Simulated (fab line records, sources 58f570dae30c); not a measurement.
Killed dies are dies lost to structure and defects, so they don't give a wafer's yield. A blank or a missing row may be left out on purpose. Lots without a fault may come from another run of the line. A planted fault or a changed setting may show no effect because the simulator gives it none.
fab line records | flow berkeley_cmos170
record lots=7 wafers=21 last_day=12
route steps=331 shown PSD@178 NSD@187
lots that met no fault: from a run of the same line without faults
start_h: hours from the record's first day to the start of the lot's first wafer shown | wait_h: hours since the lot's step before | " the same as in the row above | L1.1+2: a row that stands for several wafers | - no value, or no start given | * or withheld: withheld | < > ~ a bound
route shown NAME@n: a module of which the file shows steps, and the number in the route of the first | usual: mean/standard deviation of fault-free wafers | same: alike in all rows | chamber/n: place in a boat | sites: the reading at each site | _std_site: their standard deviation | _edge_site: outer sites' mean less inner sites' | radius_mm: how far each site lies from the wafer's centre | mask NAME#n: copy n | behind: the tool/chamber that last shaped the wafer | hold: why the lot was held/for how many hours/how that ended | device: the transistor (n, p or np) that didn't switch | end of line: the same wafers' tests at the end of the route | a step without rows: its recipe alone | killed: dies lost to structure and defects at the first sort, not the wafer's yield | map: a wafer's dies, x killed, . not, _ none there
set.NAME: the setting as run; set.NAME@STEP: as run at that earlier step | model.NAME: the simulator's own value behind a step, which no gauge read
lots at some steps of the route; a table a step, a row a wafer
services: from which hour (start_h, from the record's first day; less than 0 if before it) a tool's chamber was out of use, for how many hours, and why
## steps
# step UCB170_PSD_EXPOSE_03
# recipe mask_id=PSELECT_MOD na=0.5 sigma_outer=0.6 source_shape=conventional target_cd_nm=1200 dose_mj=30
# step UCB170_PSD_PEB_04
# recipe peb_temp_c=129.6 peb_time_s=withheld resist=KrF
# step UCB170_PSD_DEVELOP_05
# recipe developer=TMAH develop_time_s=45 resist=KrF dev_temp_c=21
# step UCB170_PSD_CD_MEAS_06
# recipe target_cd_nm=1200
# usual cd_nm=1199.8/1.7
# columns lot.wafer tool chamber start_h wait_h cd_nm
L404.3 cd_sem-01 - 138.67 - 1197.5
L404.5 " - " " 1197.9
L404.6 " - " " 1198.1
L411.2 cd_sem-02 - 176.16 - 1198.2
L411.3 " - " " 1198.4
L411.4 " - " " 1200.3
L410.3 cd_sem-01 - 176.52 - 1197.8
L410.4 " - " " 1198.4
L410.5 " - " " 1197.8
L412.3 cd_sem-02 - 180.21 - 1201.0
L412.4 " - " " 1199.9
L412.5 " - " " 1201.9
L415.1 cd_sem-02 - 189.58 - 1199.4
L415.2 " - " " 1199.3
L415.6 " - " " 1200.3
L423.1 cd_sem-01 - 237.93 - 1199.8
L423.2 " - " " 1200.2
L423.3 " - " " 1200.0
L426.1 cd_sem-02 - 248.84 - 1199.2
L426.3 " - " " 1199.1
L426.4 " - " " 1200.3
# step UCB170_PSD_OVL_MEAS_07
# usual PSD_OVL=3/5.4
# columns lot.wafer tool chamber start_h wait_h PSD_OVL[nm]
L404.3 overlay-01 - 138.76 0.1 -1
L404.5 " - " " -1
L404.6 " - " " 7
L411.2 overlay-01 - 176.26 0.1 3
L411.3 " - " " 4
L411.4 " - " " 1
L410.3 overlay-02 - 176.61 0.1 -2
L410.4 " - " " 11
L410.5 " - " " 7
L412.3 overlay-02 - 180.30 0.1 8
L412.4 " - " " -3
L412.5 " - " " 14
L415.1 overlay-01 - 189.70 0.1 -3
L415.2 " - " " -9
L415.6 " - " " -2
L423.1 overlay-02 - 238.05 0.1 3
L423.2 " - " " 8
L423.3 " - " " 7
L426.1 overlay-02 - 248.96 0.1 6
L426.3 " - " " 6
L426.4 " - " " 10
# step UCB170_PSD_IMPLANT_08
# recipe species=B dose_cm2=3e+15 energy_kev=20 tilt_deg=7
# step UCB170_PSD_STRIP_09
# recipe chemistry=O2 power_w=400 pressure_mtorr=3500 platen_temp_c=withheld o2_flow_sccm=400 overash_fraction=0.5
# usual chamber_pressure_mTorr=3500/3.2 drypump_motor_current_A=5.8/0.41 oes_product_au=0.600/0.0044 strip_time_to_endpoint_s=29.41/0.094
# same overash_fraction=0.5
# columns lot.wafer tool chamber start_h wait_h chamber_pressure_mTorr drypump_motor_current_A oes_product_au rf_hours_counter_h strip_time_to_endpoint_s
L404.3 plasma_asher-02 0 138.97 0.1 3501 6.3 0.599 - 29.44
L404.5 " 0 " " 3503 6.3 0.601 - 29.40
L404.6 " 1 " " 3496 5.4 0.591 - 29.37
L411.2 plasma_asher-02 1 176.44 0.1 3502 5.4 0.598 46 29.50
L411.3 " 0 " " 3503 6.3 0.598 - 29.46
L411.4 " 1 " " 3498 5.4 0.597 - 29.50
L410.3 plasma_asher-01 0 176.82 0.1 3499 5.2 0.601 - 29.39
L410.4 " 1 " " 3505 6.1 0.609 - 29.37
L410.5 " 0 " " 3498 5.1 0.601 - 29.36
L412.3 plasma_asher-01 1 180.51 0.1 3500 6.1 0.599 - 29.47
L412.4 " 0 " " 3505 5.2 0.598 - 29.41
L412.5 " 0 " " 3505 5.2 0.598 - 29.53
L415.1 plasma_asher-01 0 189.89 0.1 3502 5.2 0.605 49 29.30
L415.2 " 1 " " 3504 6.1 0.603 49 29.26
L415.6 " 0 " " 3497 5.1 0.601 - 29.30
L423.1 plasma_asher-03 0 238.24 0.1 3498 6.1 0.600 10 29.41
L423.2 " 1 " " 3497 6.0 0.604 10 29.54
L423.3 " 1 " " 3499 6.0 0.603 - 29.48
L426.1 plasma_asher-03 1 249.15 0.1 3495 6.0 0.598 11 29.20
L426.3 " 0 " " 3503 6.1 0.596 - 29.24
L426.4 " 1 " " 3503 6.0 0.602 - 29.24
# step UCB170_PSD_TW_MEAS_10
# usual PSD_TW=2337/33
# columns lot.wafer tool chamber start_h wait_h PSD_TW
L404.3 film_metro-02 - 139.06 0.1 2301
L404.5 " - " " 2295
L404.6 " - " " 2290
L411.2 film_metro-02 - 176.55 0.1 2303
L411.3 " - " " 2301
L411.4 " - " " 2307
L410.3 film_metro-02 - 176.91 0.1 2310
L410.4 " - " " 2313
L410.5 " - " " 2303
L412.3 film_metro-02 - 180.60 0.1 2319
L412.4 " - " " 2312
L412.5 " - " " 2306
L415.1 film_metro-04 - 189.99 0.1 2381
L415.2 " - " " 2393
L415.6 " - " " 2381
L423.1 film_metro-01 - 238.35 0.1 2333
L423.2 " - " " 2338
L423.3 " - " " 2351
L426.1 film_metro-01 - 249.25 0.1 2353
L426.3 " - " " 2338
L426.4 " - " " 2352
# step UCB170_PSD_CLEAN_11
# recipe chemistry=SPM temp_c=120 time_s=600
# step UCB170_NSD_HMDS_00
# recipe prime_time_s=60 prime_temp_c=100
# step UCB170_NSD_COAT_01
# recipe resist=KrF spin_rpm=1500 resist_thk_nm=900
# step UCB170_NSD_SOFTBAKE_02
# recipe resist=KrF temp_c=130 time_s=60
# step UCB170_NSD_EXPOSE_03
# recipe mask_id=NSELECT_MOD na=0.5 sigma_outer=0.6 source_shape=conventional target_cd_nm=1200 dose_mj=30.5
# usual exposure_dose_mJ_cm2=30.00/0.033 focus_offset_nm=0.1/0.53
# columns lot.wafer tool chamber start_h wait_h mask exposure_dose_mJ_cm2 focus_offset_nm
L404.3 krf_scanner-01 0 140.80 0.2 NSELECT_MOD#0 29.99 0.3
L404.5 " 0 " " NSELECT_MOD#0 29.98 -0.1
L404.6 " 0 " " NSELECT_MOD#0 29.94 0.8
L411.2 krf_scanner-02 - 177.44 0.1 NSELECT_MOD#0 - -
L411.3 " - " " NSELECT_MOD#0 - -
L411.4 " - " " NSELECT_MOD#0 - -
L410.3 krf_scanner-02 - 177.61 0.1 NSELECT_MOD#0 - -
L410.4 " - " " NSELECT_MOD#0 - -
L410.5 " - " " NSELECT_MOD#0 - -
L412.3 krf_scanner-01 - 181.43 0.2 NSELECT_MOD#0 - -
L412.4 " - " " NSELECT_MOD#0 - -
L412.5 " - " " NSELECT_MOD#0 - -
L415.1 krf_scanner-02 0 191.06 0.2 NSELECT_MOD#0 29.98 1.3
L415.2 " 0 " " NSELECT_MOD#0 29.96 0.5
L415.6 " 0 " " NSELECT_MOD#0 29.96 0.7
L423.1 krf_scanner-02 0 239.16 0.2 NSELECT_MOD#0 29.96 -0.6
L423.2 " 0 " " NSELECT_MOD#0 29.97 0.0
L423.3 " 0 " " NSELECT_MOD#0 29.99 0.1
L426.1 krf_scanner-02 0 250.38 0.1 NSELECT_MOD#0 30.02 -0.8
L426.3 " 0 " " NSELECT_MOD#0 30.01 -0.2
L426.4 " 0 " " NSELECT_MOD#0 29.98 0.5
# step UCB170_NSD_PEB_04
# recipe peb_temp_c=130 peb_time_s=withheld resist=KrF
## services
# columns tool chamber start_h hours kind
plasma_asher-03 0 117.80 - clean
plasma_asher-03 1 117.80 - clean
plasma_asher-02 - 119.59 1.4 repair
plasma_asher-03 - 123.99 1.6 repair
krf_scanner-01 - 125.14 0.8 pm
plasma_asher-01 - 130.21 3.3 repair
krf_scanner-02 - 131.95 1.1 repair
krf_scanner-02 - 150.69 0.5 repair
plasma_asher-03 - 153.40 14.6 pm
krf_scanner-02 - 155.00 1.0 pm
plasma_asher-02 - 169.02 2.8 pm
krf_scanner-02 - 179.17 1.3 pm
krf_scanner-01 0 186.80 - calibration
plasma_asher-03 - 194.99 2.1 repair
krf_scanner-01 - 219.13 1.0 pm
krf_scanner-02 - 221.88 4.4 pm
krf_scanner-02 0 225.27 - calibration
krf_scanner-02 - 231.69 7.2 repair
krf_scanner-01 - 249.56 1.3 pm
## key
first_sign step=UCB170_NSD_EXPOSE_03 reading=tool_record direction=missing
effect none on later readings
met_at UCB170_NSD_EXPOSE_03
struck_wafers L410.3,L410.4,L410.5,L411.2,L411.3,L411.4,L412.3,L412.4,L412.5
sort_left_out L410.3,L410.4,L410.5,L411.2,L411.3,L411.4,L412.3,L412.4,L412.5
tester_left_out L410,L411,L412
onset_between 140.80 177.44
fault kind=skipped_step_whole tool=krf_scanner-01,krf_scanner-02 chamber=- onset_h=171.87 steps=UCB170_NSD_EXPOSE_03 scope=struck_lots_only
# tester_left_out: of these lots the tester's yield and bins aren't shown, on N5 and GAA mostly nor the transistor test; their killed dies are dies lost to structure and defects alone, not to doping, threshold or leakage, so they don't give the yield
# sort_left_out: the simulated sort isn't trusted on such a fault, so these wafers' sort isn't shown, and their yield isn't known
